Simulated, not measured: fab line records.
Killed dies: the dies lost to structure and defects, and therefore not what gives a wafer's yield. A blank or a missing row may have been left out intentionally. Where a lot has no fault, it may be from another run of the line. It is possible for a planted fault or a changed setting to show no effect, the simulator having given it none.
8D (eight disciplines) problem report, filled in by code | flow berkeley-cmos170 | the parts of the form that need people (team, actions taken, sign-off) are left out

== 1. THE PROBLEM ==
Wafers without a fault read 1199.5 nm, standard deviation 1.6; cd-nm at UCB170_NLDD_CD_MEAS_06 reads a mean of 1187.8 nm on 6 wafers belonging to 2 lots. That puts it -7.3 standard deviations away from the usual mean.
The step: target cd 1200 nm.
The first sign was on wafer L336.1 at day 10 11:09, on cd-sem-01. Wafers with a number at this step in the record: 42, from 14 lots. Rule for "out" (also "out of limits"): further than 4 standard deviations from the usual mean. All remaining wafers that have a number are taken as sound.

== 2. WHAT IT IS, WHAT IT ISN'T ==
question                    | is                     | is not
which readings at this step | cd-nm                  | -
which lots                  | L336, L338             | L321, L322, L323, L324, L326, L327, L328, L331, L339, L341, L342, L344
which wafers of those lots  | all that have a number | -
read on which gauges        | cd-sem-01              | cd-sem-02
when                        | from day 10 11:09      | up to then (24 sound wafers); but 12 sound wafers of L339, L341, L342, L344 came after

== 3. SUSPECTS, AND WHAT RULES EACH OUT ==
Counting: a tool at any process step up to the reading remains a suspect when it ran all the lots that are out and ran no sound lot after the first of those.
- the gauge at UCB170_NLDD_CD_MEAS_06: ruled out. All the wafers that are out were read on cd-sem-01, but those of them that UCB170_NLDD_SOFTBAKE_02 has rows for are out there too, on other tools.
- litho-track-02 at UCB170_NLDD_SOFTBAKE_02 (time 60 s): kept. All lots that are out passed through it, beginning with L336 at day 10 10:16, and no sound lot followed; its final sound lot before that point was L331 at day 8 06:57. On those wafers its own readings are out: heater-power-total-W, plate-temp-C.
Left after counting: litho-track-02 at UCB170_NLDD_SOFTBAKE_02.

== 4. THE CAUSE (what the simulator had put in) ==
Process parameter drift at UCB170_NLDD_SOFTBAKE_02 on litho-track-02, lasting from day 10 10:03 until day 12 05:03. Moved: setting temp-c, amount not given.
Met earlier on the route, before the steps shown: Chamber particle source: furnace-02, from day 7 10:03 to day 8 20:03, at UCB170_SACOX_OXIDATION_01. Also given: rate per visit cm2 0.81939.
This tool alone remained once counting was done.

== 5. SEQUENCE OF EFFECTS, ordered by route ==
Each row: a reading whose mean over the struck wafers that have a number lies more than 3 standard deviations from the usual. Only readings whose record carries a usual standard deviation are examined. hours: median over the lots of the time between each lot's start at the first step of this table that gives one and its start at this step. sigmas: the change, counted in usual standard deviations.
hours | step                    | reading                  | usual     | on struck wafers | change | sigmas
0     | UCB170_NLDD_SOFTBAKE_02 | heater-power-total-W     | 56.80 W   | 53.77            | -3.03  | -74
0     | UCB170_NLDD_SOFTBAKE_02 | plate-temp-C             | 130.01 C  | 124.82           | -5.19  | -37
1     | UCB170_NLDD_CD_MEAS_06  | cd-nm                    | 1199.5 nm | 1187.8           | -11.7  | -7.3
5     | UCB170_NLDD_STRIP_10    | strip-time-to-endpoint-s | 21.64 s   | 21.90            | +0.26  | +4.2
It contains these process steps:
- UCB170_NLDD_SOFTBAKE_02: time 60 s.
- UCB170_NLDD_STRIP_10: strips in O2.
Later steps that measure or inspect, where all struck wafers having a row at the step show a number for every such reading and not one has moved that far: UCB170_M3_BOW_MEAS_20.

== 6. WHAT WOULD HAVE CAUGHT IT SOONER ==
In this record the first reading out of limits at a measuring or inspecting step was taken at day 10 11:09, 1 hour after the fault began at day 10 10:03.
At UCB170_NLDD_SOFTBAKE_02, the tool's own readings (heater-power-total-W, plate-temp-C) were out on each struck wafer the step has a row for, so an alarm limit on them would have fired on the first such wafer.
By day 10 11:09 the whole set of lots that are out, 2 in number, had already begun UCB170_NLDD_SOFTBAKE_02 on litho-track-02. Had the tool been put on hold then, not one of them would have been saved.
